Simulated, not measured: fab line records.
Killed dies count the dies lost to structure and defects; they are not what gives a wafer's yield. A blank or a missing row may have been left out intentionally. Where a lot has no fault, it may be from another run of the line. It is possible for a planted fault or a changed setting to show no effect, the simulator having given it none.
Split-lot study + flow ritCmos + route with 202 steps; 5 lots, 23 wafers read

SPLIT DETAILS
At RIT_SILICIDE_SPUTTER_01 (material Ti, target thk 30 nm, time 240 s), the setting powerW was moved away from the recipe's 350 W on 7 of the 23 wafers read, by -5.1% to +10.4%. For the rest of the wafers, this setting stayed at what the recipe calls for.

FROM THE SPLIT ON TO THE READING: in between, the file shows 1 step
- RIT_SILICIDE_RS_MEAS_02: measures by four-point-probe

THE READING
SILICIDE_TI_THK, in nm, at RIT_SILICIDE_THK_MEAS_03 (measures by xrf). On this fab line, fault-free wafers typically give 29.9 nm with a standard deviation of 0.39 nm.

| wafer  | tool, chamber at the split | powerW as run, W | against the recipe | SILICIDE_TI_THK, nm | against lot-mates on the recipe |
|--------|----------------------------|------------------|--------------------|---------------------|---------------------------------|
| L074.2 | pvdSputter-01, -           | 386.5            | +10.4%             | 32.8                | +3.0                            |
| L074.3 | pvdSputter-01, -           | 350              | recipe             | 29.8                | -                               |
| L074.4 | pvdSputter-01, -           | 386.5            | +10.4%             | 33.0                | +3.2                            |
| L074.5 | pvdSputter-01, -           | 350              | recipe             | 29.8                | -                               |
| L074.6 | pvdSputter-01, -           | 350              | recipe             | 29.7                | -                               |
| L075.2 | pvdSputter-04, -           | 336.4            | -3.9%              | 27.9                | -2.1                            |
| L075.3 | pvdSputter-04, -           | 336.4            | -3.9%              | 28.8                | -1.2                            |
| L075.4 | pvdSputter-04, -           | 336.4            | -3.9%              | 29.1                | -0.9                            |
| L075.5 | pvdSputter-04, -           | 350              | recipe             | 29.9                | -                               |
| L075.6 | pvdSputter-04, -           | 350              | recipe             | 30.2                | -                               |
| L080.1 | pvdSputter-01, -           | 350              | recipe             | 30.3                | -                               |
| L080.3 | pvdSputter-01, -           | 332.2            | -5.1%              | 28.1                | -2.2                            |
| L080.4 | pvdSputter-01, -           | 350              | recipe             | 30.5                | -                               |
| L080.5 | pvdSputter-01, -           | 332.2            | -5.1%              | 29.0                | -1.3                            |
| L080.6 | pvdSputter-01, -           | 350              | recipe             | 30.0                | -                               |
| L081.1 | pvdSputter-04, -           | 350              | recipe             | 30.1                | -                               |
| L081.3 | pvdSputter-04, -           | 350              | recipe             | 29.2                | -                               |
| L081.6 | pvdSputter-04, -           | 350              | recipe             | 29.4                | -                               |
| L083.1 | pvdSputter-02, -           | 350              | recipe             | 30.3                | -                               |
| L083.3 | pvdSputter-02, -           | 350              | recipe             | 29.8                | -                               |
| L083.4 | pvdSputter-02, -           | 350              | recipe             | 31.0                | -                               |
| L083.5 | pvdSputter-02, -           | 350              | recipe             | 30.7                | -                               |
| L083.6 | pvdSputter-02, -           | 350              | recipe             | 30.5                | -                               |

THE FIT
A straight line over all 23 wafers: SILICIDE_TI_THK changes by +0.291 nm for each +1% of powerW; r = +0.92; the points scatter about the line by 0.48 nm.
The same after taking each lot's own level away (the mean of its wafers on the recipe; 23 wafers): +0.317 nm for each +1%; r = +0.96; scatter 0.37 nm.
Per that fit: largest powerW move, reading shift of 3.3 nm.
From 29.57 to 30.46 nm: that is the span of the lots' own levels, equal to 2.3 times the standard deviation above.
So the lot-to-lot level changes the slope little: the two slopes agree.
Check: for one of the wafers moved furthest among these (+10.4%), held out of the fit, the line's prediction against its lot-mates is +3.39 nm. Against them it came out at +3.03 nm.

THESE WAFERS: OTHER SPLITS
These wafers also went through other splits before the reading. Each is held against what the fit with the lots' levels taken away leaves over:
| other split on the same wafers  | wafers away from the commonest value | r with SILICIDE_TI_THK (lot level and that fit taken away) |
|---------------------------------|--------------------------------------|------------------------------------------------------------|
| RIT_SPACER_CVD_03 pressureMtorr | 15                                   | +0.12                                                      |
| RIT_SPACER_ETCHBACK_05 timeS    | 11                                   | +0.06                                                      |

THE WHOLE CHAIN: every reading that the file lists as answering this split, in the file's order
| step                     | what it does                              | reading                                                                          | change (the file's fit)               | r (the file's) |
|--------------------------|-------------------------------------------|----------------------------------------------------------------------------------|---------------------------------------|----------------|
| RIT_SILICIDE_SPUTTER_01  | material Ti, target thk 30 nm, time 240 s | Ti_of_SILICIDE_SPUTTER_01.thkNm (the simulator's own value, which no gauge read) | +0.313 nm for each +1% of the setting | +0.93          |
| RIT_SILICIDE_RS_MEAS_02  | measures by four-point-probe              | SILICIDE_TI_RS                                                                   | -0.604 for each +1% of the setting    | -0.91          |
| RIT_SILICIDE_THK_MEAS_03 | measures by xrf                           | SILICIDE_TI_THK                                                                  | +0.318 for each +1% of the setting    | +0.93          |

THE FILE'S OWN FIT
SILICIDE_TI_THK changes by +0.318 nm for each +1% of powerW, r = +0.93.
